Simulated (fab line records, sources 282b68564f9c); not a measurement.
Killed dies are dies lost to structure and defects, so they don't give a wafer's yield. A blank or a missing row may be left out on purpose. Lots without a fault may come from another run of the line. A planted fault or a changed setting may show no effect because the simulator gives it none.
fab line records | flow rit_cmos
record lots=14 wafers=42 last_day=6
route steps=202 shown GATE@95
lots that met no fault: from a run of the same line without faults
start_h: hours from the record's first day to the start of the lot's first wafer shown | wait_h: hours since the lot's step before | " the same as in the row above | L1.1+2: a row that stands for several wafers | - no value, or no start given | * or withheld: withheld | < > ~ a bound
route shown NAME@n: a module of which the file shows steps, and the number in the route of the first | usual: mean/standard deviation of fault-free wafers | same: alike in all rows | chamber/n: place in a boat | sites: the reading at each site | _std_site: their standard deviation | _edge_site: outer sites' mean less inner sites' | radius_mm: how far each site lies from the wafer's centre | mask NAME#n: copy n | behind: the tool/chamber that last shaped the wafer | hold: why the lot was held/for how many hours/how that ended | device: the transistor (n, p or np) that didn't switch | end of line: the same wafers' tests at the end of the route | a step without rows: its recipe alone | killed: dies lost to structure and defects at the first sort, not the wafer's yield | map: a wafer's dies, x killed, . not, _ none there
set.NAME: the setting as run; set.NAME@STEP: as run at that earlier step | model.NAME: the simulator's own value behind a step, which no gauge read
steps of the route over a sample of lots; a table a step, a row a wafer
services: from which hour (start_h, from the record's first day; less than 0 if before it) a tool's chamber was out of use, for how many hours, and why
## steps
# step RIT_GATE_ETCH_19
# recipe chemistry=SF6/CHF3/O2 time_s=165 SF6_flow_sccm=30 CHF3_flow_sccm=30 O2_flow_sccm=5 target=poly-Si pressure_mtorr=40 rf_w=160 target_depth_a=3125 over_etch_frac=0.25 stop_on=SiO2
# usual CHF3_flow_sccm=29.99/0.088 O2_flow_sccm=5.000/0.014 SF6_flow_sccm=30.00/0.089 chamber_pressure_mTorr=40.00/0.036 drypump_motor_current_A=5.6/0.55 oes_product_au=0.852/0.0098 over_etch_frac=0.25/0 throttle_valve_pct=10.22/0.16 time_s=165/0
# columns lot.wafer tool chamber start_h wait_h CHF3_flow_sccm O2_flow_sccm SF6_flow_sccm chamber_pressure_mTorr drypump_motor_current_A oes_product_au over_etch_frac rf_hours_counter_h throttle_valve_pct time_s
L945.2 rie_si-02 1 42.94 0.1 29.84 4.993 29.98 40.02 4.8 0.860 0.25 74 10.25 165
L945.3 " 3 " " 29.96 4.991 29.91 40.00 5.1 0.846 0.25 152 10.12 165
L945.5 " 3 " " 30.03 4.998 30.04 39.95 5.1 0.851 0.25 - 10.12 165
L946.1 rie_si-01 0 47.23 0.1 30.04 4.980 30.16 40.01 6.0 0.864 0.25 53 10.33 165
L946.3 " 2 " " 29.98 5.007 29.95 39.96 5.5 0.840 0.25 158 10.09 165
L946.5 " 0 " " 29.90 4.980 30.13 39.96 6.0 0.856 0.25 - 10.31 165
L948.1 rie_si-01 0 58.02 0.1 29.86 4.992 29.99 40.01 6.0 0.865 0.25 53 10.32 165
L948.3 " 1 " " 29.95 4.983 29.97 40.03 5.8 0.842 0.25 110 10.57 165
L948.4 " 3 " " 29.94 4.993 30.01 39.94 6.4 0.854 0.25 5 10.03 165
L949.1 rie_si-02 0 62.55 0.1 29.96 5.014 30.01 39.99 6.0 0.861 0.25 108 10.13 165
L949.4 " 2 " " 29.88 5.029 29.81 39.95 4.9 0.864 0.25 90 10.18 165
L949.6 " 3 " " 30.02 4.987 30.00 40.04 5.1 0.844 0.25 - 10.11 165
L950.2 rie_si-01 2 67.20 0.1 30.06 5.002 29.98 39.99 5.5 0.853 0.25 158 10.07 165
L950.4 " 0 " " 29.95 5.005 30.00 40.02 6.0 0.864 0.25 53 10.33 165
L950.6 " 0 " " 30.14 4.993 30.10 40.01 6.0 0.864 0.25 - 10.32 165
L951.1 rie_si-02 0 71.18 0.1 30.00 4.999 29.93 40.03 6.0 0.856 0.25 108 10.14 165
L951.4 " 3 " " 30.13 4.994 29.91 40.04 5.1 0.851 0.25 152 10.12 165
L951.6 " 1 " " 29.92 5.000 30.03 40.09 4.9 0.863 0.25 - 10.27 165
L952.2 rie_si-01 3 77.82 0.1 30.04 4.977 29.90 40.01 6.3 0.853 0.25 5 10.05 165
L952.5 " 0 " " 30.15 4.982 30.13 39.96 6.0 0.873 0.25 - 10.35 165
L952.6 " 3 " " 30.07 5.000 29.94 40.01 6.4 0.865 0.25 - 10.03 165
L953.1 rie_si-02 0 83.05 0.1 29.92 4.993 29.94 40.03 5.9 0.865 0.25 108 10.15 165
L953.4 " 2 " " 30.02 5.000 30.00 39.99 4.8 0.855 0.25 90 10.17 165
L953.5 " 0 " " 30.07 4.983 29.91 39.97 5.9 0.865 0.25 - 10.13 165
L954.1 rie_si-01 0 87.98 0.1 30.03 5.018 30.01 40.01 6.0 0.857 0.25 53 10.33 165
L954.3 " 1 " " 30.01 4.984 29.90 39.98 5.8 0.847 0.25 111 10.60 165
L954.5 " 3 " " 30.02 4.987 30.12 40.00 6.4 0.852 0.25 - 10.03 165
L955.3 rie_si-02 0 92.35 0.1 29.91 4.983 29.90 40.02 6.0 0.852 0.25 108 10.14 165
L955.5 " 1 " " 29.91 5.020 30.09 40.03 4.8 0.838 0.25 - 10.27 165
L955.6 " 0 " " 29.89 4.993 30.05 39.99 6.0 0.844 0.25 - 10.15 165
L957.2 rie_si-02 0 102.50 0.1 29.95 4.984 29.81 40.01 6.0 0.862 0.25 108 10.14 165
L957.3 " 1 " " 30.01 4.987 29.96 40.01 4.8 0.854 0.25 75 10.27 165
L957.5 " 2 " " 29.93 5.008 29.92 40.03 4.9 0.857 0.25 - 10.20 165
L960.2 rie_si-01 0 116.67 0.1 29.95 5.004 29.99 40.04 6.0 0.870 0.25 53 10.34 165
L960.4 " 3 " " 29.97 4.993 30.08 39.94 6.3 0.849 0.25 - 10.04 165
L960.6 " 2 " " 30.17 5.002 29.99 40.06 5.5 0.834 0.25 - 10.11 165
L966.1 rie_si-01 3 146.60 0.1 - - - - - - - - - -
L966.3 " 1 " " - - - - - - - - - -
L966.5 " 3 " " - - - - - - - - - -
L967.1 rie_si-02 2 151.49 0.1 - - - - - - - - - -
L967.2 " 1 " " - - - - - - - - - -
L967.4 " 3 " " - - - - - - - - - -
# step RIT_GATE_CD_MEAS_90
# recipe target_cd_nm=150
# usual cd_nm=150.6/2.6
# columns lot.wafer tool chamber start_h wait_h cd_nm
L945.2 cd_sem-01 - 43.24 0.1 151.4
L945.3 " - " " 149.3
L945.5 " - " " 149.3
L946.1 cd_sem-01 - 47.51 0.1 150.6
L946.3 " - " " 153.8
L946.5 " - " " 151.9
L948.1 cd_sem-01 - 58.30 0.1 150.2
L948.3 " - " " 149.2
L948.4 " - " " 151.1
L949.1 cd_sem-01 - 62.83 0.1 153.2
L949.4 " - " " 150.0
L949.6 " - " " 150.4
L950.2 cd_sem-01 - 67.50 0.1 148.2
L950.4 " - " " 145.1
L950.6 " - " " 148.7
L951.1 cd_sem-01 - 71.46 0.1 152.4
L951.4 " - " " 153.5
L951.6 " - " " 153.9
L952.2 cd_sem-01 - 78.12 0.1 148.2
L952.5 " - " " 149.9
L952.6 " - " " 149.3
L953.1 cd_sem-02 - 83.33 0.1 150.0
L953.4 " - " " 148.7
L953.5 " - " " 149.7
L954.1 cd_sem-02 - 88.26 0.1 151.4
L954.3 " - " " 154.0
L954.5 " - " " 152.1
L955.3 cd_sem-01 - 92.67 0.1 148.4
L955.5 " - " " 148.6
L955.6 " - " " 149.9
L957.2 cd_sem-02 - 102.81 0.1 151.6
L957.3 " - " " 150.9
L957.5 " - " " 150.2
L960.2 cd_sem-01 - 116.97 0.1 146.1
L960.4 " - " " 147.3
L960.6 " - " " 146.4
L966.1 cd_sem-01 - 146.88 0.1 -
L966.3 " - " " -
L966.5 " - " " -
L967.1 cd_sem-01 - 151.77 0.1 -
L967.2 " - " " -
L967.4 " - " " -
## services
# columns tool chamber start_h hours kind
rie_si-02 - 35.02 5.7 repair
rie_si-01 0 69.67 1.0 repair
rie_si-01 2 72.97 - clean
rie_si-01 2 72.97 15.1 scheduled_down
rie_si-01 2 72.97 15.1 vent_cycle
rie_si-02 - 97.23 3.2 repair
rie_si-02 3 100.44 - clean
rie_si-02 3 100.44 14.8 scheduled_down
rie_si-02 3 100.44 14.8 vent_cycle
rie_si-01 1 115.55 1.1 repair
rie_si-02 2 136.99 3.4 repair
## key
first_sign step=RIT_GATE_ETCH_19 reading=tool_record direction=missing
effect step=RIT_GATE_CD_MEAS_90 reading=cd_nm direction=missing
met_at RIT_GATE_ETCH_19
struck_lots L966,L967
later_rows_left_out L966.1,L966.3,L966.5,L967.1,L967.2,L967.4
sort_left_out L966.1,L966.3,L966.5,L967.1,L967.2,L967.4
tester_left_out L966,L967
onset_between 116.67 146.60
fault kind=skipped_step_whole tool=rie_si-01,rie_si-02 chamber=- onset_h=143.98 steps=RIT_GATE_ETCH_19 scope=struck_lots_only
# tester_left_out: of these lots the tester's yield and bins aren't shown, on N5 and GAA mostly nor the transistor test; their killed dies are dies lost to structure and defects alone, not to doping, threshold or leakage, so they don't give the yield
# sort_left_out: the simulated sort isn't trusted on such a fault, so these wafers' sort isn't shown, and their yield isn't known
# later_rows_left_out: the simulator's readings of these wafers behind a module that went badly wrong aren't trusted and aren't shown, but for the sort
